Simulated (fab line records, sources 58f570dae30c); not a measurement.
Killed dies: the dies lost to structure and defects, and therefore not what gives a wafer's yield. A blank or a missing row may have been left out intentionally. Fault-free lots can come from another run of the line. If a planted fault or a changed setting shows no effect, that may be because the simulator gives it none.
fab line records	flow berkeleyCmos170	part 1 of 2: steps 1 to 40 of 43
record lots=7	wafers=21	lastDay=12
route steps=331 shown PVT@115 GATE@125 FIELD@126 PLDD@145 M3@331
lots that met no fault: taken from a fault-free run of the same line
startH: hours from the record's opening day to when the first of the lot's shown wafers began	waitH: time in hours since the lot's previous step	" unchanged from the row above	L1.1+2: a single row standing in for several wafers	- value missing, or start not given	* or withheld: withheld	< > ~ a bound
route shown NAME@n: a module of which the file shows steps, and the number in the route of the first	usual: mean/standard deviation taken from wafers without a fault	same: alike in all rows	chamber/n: place in a boat	sites: readings site by site	_std_site: standard deviation of those values	_edge_site: inner sites' mean taken away from outer sites' mean	radiusMm: for every site, how far away it sits from the centre of the wafer	mask NAME#n: copy n	behind: the tool/chamber that last shaped the wafer	hold: cause of the lot's hold/its duration in hours/its outcome	device: the n, p or np transistor that did not switch	end of line: tests run on the same wafers once the route is complete	for a step that has no rows: nothing shown but its recipe	killed: count of dies lost to structure and defects at first sort (not the wafer's yield)	map: a wafer's dies, marking killed ones x, the rest . and places with no die _
set.NAME: the setting that was run; set.NAME@STEP: the one run at that earlier step	model.NAME: the simulator's own value behind a step, which no gauge read
lots at some steps of the route; a table a step, a row a wafer
services: from which hour (startH, from the record's first day; less than 0 if before it) a tool's chamber was out of use, for how many hours, and why
## steps
# step UCB170_PVT_HMDS_00
# recipe primeTimeS=60	primeTempC=100
# step UCB170_PVT_COAT_01
# recipe resist=KrF	spinRpm=1500	resistThkNm=900
# step UCB170_PVT_SOFTBAKE_02
# recipe resist=KrF	tempC=130	timeS=60
# step UCB170_PVT_EXPOSE_03
# recipe maskId=NWELL	targetCdNm=3000	na=0.5	sigmaOuter=0.6	sourceShape=conventional	doseMj=30
# step UCB170_PVT_PEB_04
# recipe pebTempC=130	pebTimeS=withheld	resist=KrF
# step UCB170_PVT_DEVELOP_05
# recipe developer=TMAH	developTimeS=45	resist=KrF	devTempC=21
# step UCB170_PVT_OVL_MEAS_06
# usual PVT_OVL=-3/4.9
lot.wafer	tool	chamber	startH	waitH	PVT_OVL[nm]
L270.2	overlay-02	-	152.68	-	-3
L270.3	"	-	"	"	-3
L270.6	"	-	"	"	-7
L272.1	overlay-02	-	157.59	-	6
L272.4	"	-	"	"	7
L272.6	"	-	"	"	7
L276.1	overlay-01	-	185.11	-	-9
L276.2	"	-	"	"	-2
L276.4	"	-	"	"	-4
L277.2	overlay-01	-	190.42	-	-8
L277.3	"	-	"	"	-8
L277.5	"	-	"	"	-4
L283.1	overlay-02	-	227.39	-	6
L283.2	"	-	"	"	9
L283.4	"	-	"	"	4
L285.1	overlay-01	-	227.51	-	-6
L285.2	"	-	"	"	-8
L285.4	"	-	"	"	-5
L286.1	overlay-02	-	242.26	-	7
L286.3	"	-	"	"	2
L286.5	"	-	"	"	-2
# step UCB170_PVT_IMPLANT_07
# recipe species=P	doseCm2=2e+12	energyKev=30	tiltDeg=7
# step UCB170_PVT_STRIP_08
# recipe chemistry=O2	powerW=400	pressureMtorr=3500	platenTempC=withheld	o2FlowSccm=400	overashFraction=0.5
# usual drypumpMotorCurrentA=5.9/0.63	oesProductAu=0.734/0.0041	stripTimeToEndpointS=21.65/0.085
lot.wafer	tool	chamber	startH	waitH	drypumpMotorCurrentA	oesProductAu	rfHoursCounterH	stripTimeToEndpointS
L270.2	plasmaAsher-03	1	152.86	0.1	6.4	0.727	4	21.71
L270.3	"	0	"	"	6.8	0.727	-	21.70
L270.6	"	1	"	"	6.4	0.731	-	21.70
L272.1	plasmaAsher-03	0	157.78	0.1	6.8	0.729	5	21.50
L272.4	"	0	"	"	6.8	0.739	-	21.62
L272.6	"	0	"	"	6.8	0.738	-	21.62
L276.1	plasmaAsher-04	1	185.30	0.1	5.3	0.728	40	21.81
L276.2	"	0	"	"	6.3	0.741	40	21.80
L276.4	"	1	"	"	5.4	0.734	-	21.69
L277.2	plasmaAsher-01	0	190.60	0.1	6.2	0.732	44	21.74
L277.3	"	0	"	"	6.2	0.727	-	21.77
L277.5	"	1	"	"	4.9	0.734	-	21.75
L283.1	plasmaAsher-04	1	227.58	0.1	5.3	0.734	46	21.56
L283.2	"	0	"	"	6.3	0.733	46	21.51
L283.4	"	0	"	"	6.3	0.735	-	21.62
L285.1	plasmaAsher-01	1	227.69	0.1	4.9	0.739	49	21.67
L285.2	"	0	"	"	6.2	0.737	49	21.70
L285.4	"	1	"	"	4.9	0.734	-	21.62
L286.1	plasmaAsher-04	0	242.45	0.1	6.2	0.736	47	21.61
L286.3	"	1	"	"	5.4	0.728	-	21.54
L286.5	"	1	"	"	5.4	0.730	-	21.57
# step UCB170_PVT_TW_MEAS_09
# usual PVT_TW=507/5.4
lot.wafer	tool	chamber	startH	waitH	PVT_TW
L270.2	filmMetro-01	-	152.97	0.1	503
L270.3	"	-	"	"	501
L270.6	"	-	"	"	501
L272.1	filmMetro-01	-	157.88	0.1	500
L272.4	"	-	"	"	498
L272.6	"	-	"	"	501
L276.1	filmMetro-01	-	185.40	0.1	505
L276.2	"	-	"	"	508
L276.4	"	-	"	"	505
L277.2	filmMetro-02	-	190.71	0.1	512
L277.3	"	-	"	"	510
L277.5	"	-	"	"	510
L283.1	filmMetro-01	-	227.68	0.1	503
L283.2	"	-	"	"	505
L283.4	"	-	"	"	505
L285.1	filmMetro-03	-	227.79	0.1	509
L285.2	"	-	"	"	506
L285.4	"	-	"	"	506
L286.1	filmMetro-03	-	242.55	0.1	512
L286.3	"	-	"	"	511
L286.5	"	-	"	"	508
# step UCB170_GATE_WET_ETCH_00
# recipe chemistry=dHF	dilution=25:1	target=SiO2	tempC=25	timeS=200
# step UCB170_FIELD_THK_MEAS_91
# recipe reads=SiO2_of_FIELD_OXIDATION_01
# usual FIELD_OXIDE_LEFT_2_THK=354/10
lot.wafer	tool	chamber	startH	waitH	FIELD_OXIDE_LEFT_2_THK[nm]
L270.2	filmMetro-01	-	153.94	0.1	350
L270.3	"	-	"	"	356
L270.6	"	-	"	"	345
L272.1	filmMetro-02	-	158.08	0.0	367
L272.4	"	-	"	"	366
L272.6	"	-	"	"	371
L276.1	filmMetro-02	-	185.69	0.0	354
L276.2	"	-	"	"	349
L276.4	"	-	"	"	356
L277.2	filmMetro-01	-	190.83	0.0	363
L277.3	"	-	"	"	358
L277.5	"	-	"	"	367
L283.1	filmMetro-01	-	227.92	0.0	338
L283.2	"	-	"	"	336
L283.4	"	-	"	"	345
L285.1	filmMetro-03	-	227.98	0.0	351
L285.2	"	-	"	"	347
L285.4	"	-	"	"	347
L286.1	filmMetro-02	-	242.67	0.0	349
L286.3	"	-	"	"	351
L286.5	"	-	"	"	362
# step UCB170_GATE_OXIDATION_01
# recipe tempC=850	ambient=O2	targetThkA=66	oxTimeS=1800
# usual spikeTcCentreC=852.3/1	zonePowerSourcePct=25.5/0.84
lot.wafer	tool	chamber	startH	waitH	spikeTcCentreC	zonePowerSourcePct
L270.2	furnace-04	0	155.97	2.0	851.2	26.3
L270.3	"	0	"	"	852.1	26.3
L270.6	"	0	"	"	851.5	25.9
L272.1	furnace-04	0	162.30	4.2	850.8	26.2
L272.4	"	0	"	"	851.3	26.2
L272.6	"	0	"	"	853.1	25.8
L276.1	furnace-04	0	190.17	4.5	852.9	26.6
L276.2	"	0	"	"	852.7	26.4
L276.4	"	0	"	"	850.5	26.6
L277.2	furnace-04	0	195.60	4.8	853.0	26.5
L277.3	"	0	"	"	852.2	26.5
L277.5	"	0	"	"	854.0	26.3
L283.1	furnace-02	0	232.27	4.3	853.1	24.5
L283.2	"	0	"	"	852.5	24.4
L283.4	"	0	"	"	853.0	24.6
L285.1	furnace-02	0	232.27	4.3	852.1	24.7
L285.2	"	0	"	"	851.9	24.4
L285.4	"	0	"	"	853.1	24.7
L286.1	furnace-02	0	248.64	6.0	852.9	24.2
L286.3	"	0	"	"	851.0	24.6
L286.5	"	0	"	"	852.8	24.8
# step UCB170_GATE_THK_MEAS_02
# recipe reads=SiO2_of_GATE_OXIDATION_01
# usual GATE_OXIDE_THK=6.64/0.12
lot.wafer	tool	chamber	startH	waitH	GATE_OXIDE_THK[nm]
L270.2	filmMetro-01	-	157.48	0.0	6.93
L270.3	"	-	"	"	6.81
L270.6	"	-	"	"	6.84
L272.1	filmMetro-01	-	163.80	0.0	6.68
L272.4	"	-	"	"	6.65
L272.6	"	-	"	"	6.68
L276.1	filmMetro-02	-	191.67	0.0	6.79
L276.2	"	-	"	"	6.73
L276.4	"	-	"	"	6.88
L277.2	filmMetro-04	-	197.11	0.0	6.69
L277.3	"	-	"	"	6.66
L277.5	"	-	"	"	6.77
L283.1	filmMetro-02	-	233.77	0.0	6.56
L283.2	"	-	"	"	6.55
L283.4	"	-	"	"	6.59
L285.1	filmMetro-01	-	233.77	0.0	6.55
L285.2	"	-	"	"	6.41
L285.4	"	-	"	"	6.51
L286.1	filmMetro-04	-	250.14	0.0	6.73
L286.3	"	-	"	"	6.57
L286.5	"	-	"	"	6.78
# step UCB170_GATE_ANNEAL_03
# recipe tempC=900	timeS=1800	ambient=N2
# step UCB170_GATE_CVD_04
# recipe material=poly-Si	tempC=610	precursor=SiH4	timeS=1440	pressureMtorr=375	targetThkNm=214	sih4FlowSccm=120
# step UCB170_GATE_THK_MEAS_05
# recipe reads=poly-Si_of_GATE_CVD_04
# usual GATE_POLY_THK=214.2/2.3
lot.wafer	tool	chamber	startH	waitH	GATE_POLY_THK[nm]
L270.2	filmMetro-02	-	164.24	0.0	214.1
L270.3	"	-	"	"	217.3
L270.6	"	-	"	"	216.6
L272.1	filmMetro-01	-	170.87	0.0	215.6
L272.4	"	-	"	"	216.2
L272.6	"	-	"	"	213.9
L276.1	filmMetro-04	-	200.00	0.0	210.5
L276.2	"	-	"	"	210.5
L276.4	"	-	"	"	210.2
L277.2	filmMetro-02	-	204.67	0.0	214.0
L277.3	"	-	"	"	214.7
L277.5	"	-	"	"	215.5
L283.1	filmMetro-02	-	242.27	0.0	215.0
L283.2	"	-	"	"	214.4
L283.4	"	-	"	"	215.1
L285.1	filmMetro-01	-	242.27	0.0	212.8
L285.2	"	-	"	"	213.7
L285.4	"	-	"	"	213.3
L286.1	filmMetro-02	-	258.20	0.0	214.7
L286.3	"	-	"	"	215.7
L286.5	"	-	"	"	216.4
# step UCB170_GATE_COAT_06
# recipe resist=BARC	tempC=withheld	timeS=withheld	spinRpm=3000	resistThkNm=withheld
# step UCB170_GATE_COAT_07
# recipe resist=KrF	spinRpm=1500	resistThkNm=900
# step UCB170_GATE_SOFTBAKE_08
# recipe resist=KrF	tempC=130	timeS=60
# step UCB170_GATE_EXPOSE_09
# recipe maskId=POLY	targetCdNm=350	na=0.5	sigmaOuter=0.6	sourceShape=conventional	doseMj=21
# step UCB170_GATE_PEB_10
# recipe pebTempC=130	pebTimeS=withheld	resist=KrF
# step UCB170_GATE_DEVELOP_11
# recipe developer=TMAH	developTimeS=45	resist=KrF	devTempC=21
# step UCB170_GATE_CD_MEAS_12
# recipe targetCdNm=350
# usual cdNm=349.9/1.1
lot.wafer	tool	chamber	startH	waitH	cdNm
L270.2	cdSem-01	-	165.75	-	350.6
L270.3	"	-	"	"	349.7
L270.6	"	-	"	"	349.3
L272.1	cdSem-01	-	172.90	-	350.1
L272.4	"	-	"	"	349.9
L272.6	"	-	"	"	349.8
L276.1	cdSem-02	-	201.23	-	349.3
L276.2	"	-	"	"	352.1
L276.4	"	-	"	"	350.1
L277.2	cdSem-01	-	206.39	-	350.2
L277.3	"	-	"	"	351.8
L277.5	"	-	"	"	352.1
L285.1	cdSem-01	-	243.74	-	347.5
L285.2	"	-	"	"	346.9
L285.4	"	-	"	"	348.1
L283.1	cdSem-02	-	243.92	-	348.7
L283.2	"	-	"	"	350.9
L283.4	"	-	"	"	349.8
L286.1	cdSem-01	-	259.23	-	351.0
L286.3	"	-	"	"	351.3
L286.5	"	-	"	"	348.9
# step UCB170_GATE_OVL_MEAS_13
# usual GATE_OVL=1/5.8
lot.wafer	tool	chamber	startH	waitH	GATE_OVL[nm]
L270.2	overlay-02	-	165.86	0.1	3
L270.3	"	-	"	"	-4
L270.6	"	-	"	"	-1
L272.1	overlay-02	-	173.02	0.1	4
L272.4	"	-	"	"	10
L272.6	"	-	"	"	10
L276.1	overlay-01	-	201.35	0.1	0
L276.2	"	-	"	"	-5
L276.4	"	-	"	"	-3
L277.2	overlay-01	-	206.49	0.1	7
L277.3	"	-	"	"	11
L277.5	"	-	"	"	-2
L285.1	overlay-01	-	243.86	0.1	5
L285.2	"	-	"	"	8
L285.4	"	-	"	"	3
L283.1	overlay-02	-	244.04	0.1	3
L283.2	"	-	"	"	-13
L283.4	"	-	"	"	0
L286.1	overlay-02	-	259.35	0.1	-2
L286.3	"	-	"	"	-11
L286.5	"	-	"	"	2
# step UCB170_GATE_ETCH_14
# recipe chemistry=N2/H2	targetDepthA=withheld	overetchA=withheld	target=BARC	timeS=withheld	sourceW=500	biasW=100	pressureMtorr=30	n2FlowSccm=100	h2FlowSccm=200
# usual biasW=100.0/0.31	drypumpMotorCurrentA=5.9/0.49	n2FlowSccm=99.97/0.29	oesProductAu=1.005/0.015	throttleValvePct=13.30/0.12
lot.wafer	tool	chamber	startH	waitH	biasW	drypumpMotorCurrentA	n2FlowSccm	oesProductAu	throttleValvePct
L270.2	rieDiel-04	0	165.89	0.0	100.6	5.6	99.56	0.997	13.20
L270.3	"	3	"	"	99.9	6.5	99.35	1.007	13.33
L270.6	"	1	"	"	99.8	5.4	100.03	1.034	13.28
L272.1	rieDiel-01	2	173.05	0.0	100.3	5.7	99.40	0.978	13.31
L272.4	"	3	"	"	100.0	4.8	99.81	1.015	13.28
L272.6	"	0	"	"	99.9	6.5	100.12	1.008	13.26
L276.1	rieDiel-04	0	201.39	0.0	99.6	5.6	100.74	0.994	13.17
L276.2	"	3	"	"	99.8	6.4	100.11	1.001	13.32
L276.4	"	2	"	"	99.7	5.8	99.60	1.025	13.30
L277.2	rieDiel-02	3	206.52	0.0	99.9	6.5	99.68	1.000	13.49
L277.3	"	0	"	"	100.1	5.8	99.96	1.014	13.43
L277.5	"	0	"	"	99.9	5.8	99.74	1.005	13.43
L285.1	rieDiel-02	2	243.90	0.0	99.9	5.6	100.05	1.028	13.46
L285.2	"	0	"	"	99.7	5.8	99.71	1.010	13.41
L285.4	"	3	"	"	99.9	6.4	99.74	1.000	13.49
L283.1	rieDiel-01	3	244.08	0.0	100.0	4.9	99.95	1.002	13.27
L283.2	"	2	"	"	99.9	5.7	100.19	0.977	13.30
L283.4	"	1	"	"	100.1	6.1	99.74	1.010	13.12
L286.1	rieDiel-01	1	259.39	0.0	100.0	6.2	99.98	0.996	13.09
L286.3	"	3	"	"	99.9	4.9	100.03	1.000	13.28
L286.5	"	2	"	"	100.0	5.7	100.08	0.980	13.30
# step UCB170_GATE_ETCH_15
# recipe chemistry=HBr/Cl2	target=poly-Si	stopOn=SiO2	overEtchFrac=0.3	icpW=300	biasW=150	timeS=56.3	pressureMtorr=15	HBr_flow_sccm=150	Cl2_flow_sccm=50	targetDepthA=2782
# usual HBr_flow_sccm=150.0/0.48	biasW=150.0/0.45	drypumpMotorCurrentA=5.9/0.57	mfcCl2Sccm=49.99/0.15	oesProductAu=0.830/0.01	throttleValvePct=26.49/0.22
lot.wafer	tool	chamber	startH	waitH	HBr_flow_sccm	biasW	drypumpMotorCurrentA	mfcCl2Sccm	oesProductAu	rfHoursCounterH	throttleValvePct
L270.2	rieSi-02	0	165.93	-	150.0	149.3	6.7	50.04	0.823	5	26.29
L270.3	"	1	"	"	149.5	149.8	5.8	49.79	0.845	2	26.75
L270.6	"	0	"	"	149.3	149.8	6.7	50.01	0.835	-	26.31
L272.1	rieSi-01	1	173.10	-	150.0	149.5	6.1	50.15	0.840	88	26.65
L272.4	"	3	"	"	149.9	149.2	4.9	49.99	0.851	2	26.82
L272.6	"	2	"	"	150.1	149.7	5.9	50.15	0.822	-	26.23
L276.1	rieSi-01	1	201.43	-	149.8	150.6	6.1	49.77	0.825	88	26.65
L276.2	"	0	"	"	149.2	150.1	5.5	50.27	0.814	1	26.43
L276.4	"	2	"	"	149.9	150.4	5.8	49.92	0.813	83	26.22
L277.2	rieSi-01	3	206.57	-	150.3	149.5	4.9	49.85	0.837	2	26.82
L277.3	"	1	"	"	150.5	150.1	6.1	50.35	0.843	89	26.65
L277.5	"	2	"	"	150.2	150.5	5.9	50.02	0.833	-	26.21
L285.1	rieSi-01	3	243.94	-	149.5	151.0	4.9	50.31	0.838	2	26.81
L285.2	"	0	"	"	150.4	149.1	5.6	49.98	0.818	2	26.43
L285.4	"	2	"	"	150.3	149.6	5.8	49.76	0.817	84	26.22
L283.1	rieSi-02	1	244.12	-	150.3	150.3	5.8	49.98	0.842	2	26.75
L283.2	"	0	"	"	150.0	149.5	6.7	50.09	0.826	6	26.30
L283.4	"	3	"	"	150.0	150.0	6.0	49.95	0.821	16	26.30
L286.1	rieSi-02	2	259.43	-	150.1	150.3	6.6	50.04	0.823	2	26.54
L286.3	"	0	"	"	150.0	150.1	6.7	50.14	0.824	6	26.32
L286.5	"	1	"	"	149.9	150.4	5.8	50.42	0.838	-	26.73
# step UCB170_GATE_STRIP_16
# recipe chemistry=O2	powerW=400	pressureMtorr=3500	platenTempC=withheld	o2FlowSccm=400	overashFraction=0.5
# usual drypumpMotorCurrentA=5.7/0.5	oesProductAu=0.725/0.0043
lot.wafer	tool	chamber	startH	waitH	drypumpMotorCurrentA	oesProductAu	rfHoursCounterH
L270.2	plasmaAsher-04	1	165.98	0.0	5.3	0.725	37
L270.3	"	1	"	"	5.3	0.725	-
L270.6	"	1	"	"	5.3	0.719	-
L272.1	plasmaAsher-04	1	173.14	0.0	5.3	0.727	38
L272.4	"	1	"	"	5.4	0.729	-
L272.6	"	1	"	"	5.4	0.725	-
L276.1	plasmaAsher-04	1	201.48	0.0	5.3	0.719	42
L276.2	"	0	"	"	6.2	0.724	42
L276.4	"	0	"	"	6.2	0.714	-
L277.2	plasmaAsher-01	1	206.61	0.0	5.0	0.718	46
L277.3	"	1	"	"	5.0	0.722	-
L277.5	"	1	"	"	5.0	0.721	-
L285.1	plasmaAsher-02	1	243.99	0.0	5.7	0.726	53
L285.2	"	0	"	"	5.5	0.736	53
L285.4	"	1	"	"	5.7	0.726	-
L283.1	plasmaAsher-04	0	244.17	0.0	6.2	0.729	47
L283.2	"	1	"	"	5.3	0.725	47
L283.4	"	1	"	"	5.3	0.733	-
L286.1	plasmaAsher-01	1	259.48	0.0	4.9	0.711	52
L286.3	"	1	"	"	4.9	0.723	-
L286.5	"	1	"	"	5.0	0.724	-
# step UCB170_GATE_CD_MEAS_90
# recipe targetCdNm=350
# usual cdNm=349.9/1.2
lot.wafer	tool	chamber	startH	waitH	cdNm
L270.2	cdSem-01	-	166.47	0.5	351.0
L270.3	"	-	"	"	349.6
L270.6	"	-	"	"	350.1
L272.1	cdSem-01	-	173.45	0.3	349.6
L272.4	"	-	"	"	349.7
L272.6	"	-	"	"	349.6
L276.1	cdSem-02	-	201.58	0.1	349.9
L276.2	"	-	"	"	352.0
L276.4	"	-	"	"	350.2
L277.2	cdSem-01	-	206.73	0.1	350.2
L277.3	"	-	"	"	351.8
L277.5	"	-	"	"	352.6
L285.1	cdSem-02	-	244.09	0.1	347.3
L285.2	"	-	"	"	346.9
L285.4	"	-	"	"	348.0
L283.1	cdSem-01	-	244.27	0.1	348.5
L283.2	"	-	"	"	351.0
L283.4	"	-	"	"	349.3
L286.1	cdSem-02	-	259.58	0.1	351.1
L286.3	"	-	"	"	351.3
L286.5	"	-	"	"	349.1
# step UCB170_GATE_CLEAN_17
# recipe chemistry=SPM	tempC=120	timeS=600
# step UCB170_PLDD_HMDS_00
# recipe primeTimeS=60	primeTempC=100
# step UCB170_PLDD_COAT_01
# recipe resist=KrF	spinRpm=1500	resistThkNm=889.1
# step UCB170_PLDD_SOFTBAKE_02
# recipe resist=KrF	tempC=130	timeS=60
# step UCB170_PLDD_EXPOSE_03
# recipe maskId=PSELECT	na=0.5	sigmaOuter=0.6	sourceShape=conventional	targetCdNm=1200	doseMj=30
# step UCB170_PLDD_PEB_04
# recipe pebTempC=129.5	pebTimeS=withheld	resist=KrF
# step UCB170_PLDD_DEVELOP_05
# recipe developer=TMAH	developTimeS=45	resist=KrF	devTempC=21
# step UCB170_PLDD_CD_MEAS_06
# recipe targetCdNm=1200
# usual cdNm=1200.2/1.5
lot.wafer	tool	chamber	startH	waitH	cdNm
L270.2	cdSem-01	-	168.13	-	1200.9
L270.3	"	-	"	"	1201.6
L270.6	"	-	"	"	1200.9
L272.1	cdSem-01	-	176.15	-	1200.2
L272.4	"	-	"	"	1200.3
L272.6	"	-	"	"	1199.6
L276.1	cdSem-02	-	204.59	-	1201.2
L276.2	"	-	"	"	1199.6
L276.4	"	-	"	"	1201.1
L277.2	cdSem-01	-	210.15	-	1202.9
L277.3	"	-	"	"	1202.6
L277.5	"	-	"	"	1201.1
L285.1	cdSem-01	-	246.26	-	1198.7
L285.2	"	-	"	"	1198.8
L285.4	"	-	"	"	1198.6
L283.1	cdSem-01	-	246.53	-	1199.5
L283.2	"	-	"	"	1200.7
L283.4	"	-	"	"	1199.4
L286.1	cdSem-02	-	261.98	-	1202.0
L286.3	"	-	"	"	1202.1
L286.5	"	-	"	"	1200.8
# step UCB170_PLDD_OVL_MEAS_07
# usual PLDD_OVL=-3/4.7
lot.wafer	tool	chamber	startH	waitH	PLDD_OVL[nm]
L270.2	overlay-01	-	168.24	0.1	-6
L270.3	"	-	"	"	-6
L270.6	"	-	"	"	1
L272.1	overlay-02	-	176.27	0.1	-1
L272.4	"	-	"	"	-2
L272.6	"	-	"	"	-5
L276.1	overlay-01	-	204.71	0.1	3
L276.2	"	-	"	"	0
L276.4	"	-	"	"	-4
L277.2	overlay-02	-	210.26	0.1	-1
L277.3	"	-	"	"	-3
L277.5	"	-	"	"	-2
L285.1	overlay-02	-	246.38	0.1	-9
L285.2	"	-	"	"	-5
L285.4	"	-	"	"	-1
L283.1	overlay-02	-	246.65	0.1	-1
L283.2	"	-	"	"	-5
L283.4	"	-	"	"	0
L286.1	overlay-02	-	262.10	0.1	-7
L286.3	"	-	"	"	-12
L286.5	"	-	"	"	-4
# step UCB170_PLDD_IMPLANT_08
# recipe species=BF2	doseCm2=5e+13	energyKev=10	tiltDeg=7	rotationDeg=0
# step UCB170_PLDD_IMPLANT_09
# recipe species=BF2	doseCm2=5e+13	energyKev=10	tiltDeg=7	rotationDeg=180
